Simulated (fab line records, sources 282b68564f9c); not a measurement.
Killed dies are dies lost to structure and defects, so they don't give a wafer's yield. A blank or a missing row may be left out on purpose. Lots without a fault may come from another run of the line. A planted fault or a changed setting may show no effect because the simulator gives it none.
Problem report in the 8D (eight disciplines) form, filled by code | flow rit_cmos | the parts of the form that need people (team, actions taken, sign-off) are left out

1. THE PROBLEM
ACTIVE_OXIDE_THK at RIT_ACTIVE_THK_MEAS_02 reads a mean of 60.8 nm on 9 wafers of 3 lots; wafers without a fault read 46.6 nm with a standard deviation of 0.8. That is +18 standard deviations from the usual mean.
First seen on wafer L308.1, day 3 09:56, on film_metro-04. The record holds 45 wafers of 15 lots with a number at this step. Rule for "out", or "out of limits": more than 4 standard deviations from the usual mean. The other wafers with a number count as sound.

2. WHAT IT IS AND WHAT IT IS NOT
question                    | is                           | is not
which readings at this step | ACTIVE_OXIDE_THK             | -
which lots                  | L308, L310, L313             | L299, L300, L301, L302, L304, L305, L311, L318, L319, L320, L321, L322
which wafers of those lots  | all that have a number       | -
read on which gauges        | film_metro-03, film_metro-04 | film_metro-02
when                        | from day 3 09:56             | up to then (18 sound wafers); but 18 sound wafers of L311, L318, L319, L320, L321, L322 came after

3. SUSPECTS, AND WHAT RULES EACH OUT
Counting: a tool at a process step up to the reading stays a suspect if it ran every lot that is out and no sound lot after the first of them.
- the gauge at RIT_ACTIVE_THK_MEAS_02: ruled out. The wafers that are out were read on 2 gauges (film_metro-03, film_metro-04).
- furnace-01 at RIT_ACTIVE_OXIDATION_01 (target thk 46.8 nm, ox time 3360 s): kept. It ran every lot that is out, first L308 (day 3 08:01), and no sound lot after that; its last sound lot up to then is L305 (day 2 16:07).
Left after counting: furnace-01 at RIT_ACTIVE_OXIDATION_01.

4. THE CAUSE (what the simulator had put in)
Process parameter drift: furnace-01, from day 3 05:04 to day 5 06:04, at RIT_ACTIVE_OXIDATION_01. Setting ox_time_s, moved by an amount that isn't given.
Counting left only this tool.

5. THE CHAIN OF EFFECTS, in route order
Each row: a reading whose mean over the struck wafers that have a number lies more than 3 standard deviations from the usual. Only readings for which the record gives a usual standard deviation are gone through. hours: the time from each lot's start at the first step in this table that gives one to its start at this step, as a median over the lots. sigmas: the change in usual standard deviations.
hours | step                   | reading          | usual   | on struck wafers | change | sigmas
0     | RIT_ACTIVE_THK_MEAS_02 | ACTIVE_OXIDE_THK | 46.6 nm | 60.8             | +14.2  | +18

6. WHAT WOULD HAVE CAUGHT IT SOONER
In this record the first reading out of limits at a measuring or inspecting step was taken at day 3 09:56, 5 hours after the fault began at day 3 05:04.
Of the tool readings at RIT_ACTIVE_OXIDATION_01 for which the record gives a usual standard deviation, none was out on any struck wafer, so an alarm limit of 4 standard deviations on them would not have fired.
Of the lots that are out (3), L310, L313 began RIT_ACTIVE_OXIDATION_01 on furnace-01 after day 3 09:56. A hold on the tool at that time would have spared those 2.
